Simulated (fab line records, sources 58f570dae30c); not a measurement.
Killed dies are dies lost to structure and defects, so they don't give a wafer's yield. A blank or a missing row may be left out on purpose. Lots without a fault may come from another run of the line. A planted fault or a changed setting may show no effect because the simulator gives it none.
One fault seen from 2 desks | flow berkeley_cmos170 | each desk has only its own numbers; what lay behind them comes last

THE METROLOGY DESK
What the gauges read, lot by lot, whatever tool the lot ran on: means of the sampled wafers that have a number. A lot is out of limits, marked OUT, if its mean lies more than 4 standard deviations from the usual mean; the brackets give that distance.
Columns: A = PLDD_TW at UCB170_PLDD_TW_MEAS_11, usual 1005; B = PSD_OVL at UCB170_PSD_OVL_MEAS_07, usual 1 nm
lot  | first seen here | A    | B
L683 | day 7 06:47     | 1007 | 8
L685 | day 7 16:28     | 989  | 7
L684 | day 7 16:44     | 990  | 4
L686 | day 8 05:09     | 1010 | -3
L687 | day 8 05:43     | 984  | -1
L689 | day 8 21:01     | 1002 | -4
L693 | day 9 06:22     | 995  | 5
L696 | day 9 23:10     | 1005 | 3
L694 | day 9 23:45     | 1008 | 3
L697 | day 10 13:44    | 1007 | -2
L699 | day 10 14:01    | 1008 | 4
L698 | day 10 14:13    | 1008 | 2
L701 | day 11 02:49    | 1009 | -2
L702 | day 11 04:02    | 1010 | -6
This desk's finding: nothing out of limits on any of the 14 lots.

THE TOOL OWNER'S DESK: litho_track-04
The tool's own readings at UCB170_ZERO_COAT_01 (resist thk 900 nm): means of the sampled wafers that have a number, for each lot that ran on this tool. A lot is out of limits, marked OUT, if its mean lies more than 4 standard deviations from the usual mean; the brackets give that distance.
Columns: A = spin_speed_rpm at UCB170_ZERO_COAT_01, usual 1500.0 rpm
lot  | first seen here | A
L683 | day 1 17:26     | 1499.6
L684 | day 2 02:46     | 1500.7
L686 | day 2 10:19     | 1501.0
L687 | day 2 14:37     | 1500.7
L694 | day 4 05:10     | 1500.4
L696 | day 4 11:13     | 1499.3
L698 | day 5 04:56     | 1154.7 (-99 or more) OUT
L702 | day 5 21:34     | 1154.5 (-99 or more) OUT
This desk's finding: out of limits on L698, L702; first on L698, day 5 04:56 (spin_speed_rpm at UCB170_ZERO_COAT_01). In limits: L683, L684, L686, L687, L694, L696.

PUT TOGETHER
The tool owner's desk could have raised an alarm at day 5 04:56, on L698, L702.
The metrology desk saw nothing out of limits.
The metrology desk has L698, L702 on record, within its limits.
Of the lots named, all ran UCB170_ZERO_COAT_01 on litho_track-04.

WHAT THE SIMULATOR HAD PUT IN
Process parameter drift: litho_track-04, from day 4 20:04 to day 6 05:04, at UCB170_ZERO_COAT_01. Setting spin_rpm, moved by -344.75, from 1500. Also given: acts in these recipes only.
Lots struck among those shown: L698, L702.
Hours from the fault's start to each desk's first reading out of limits: the tool owner's desk, 9.
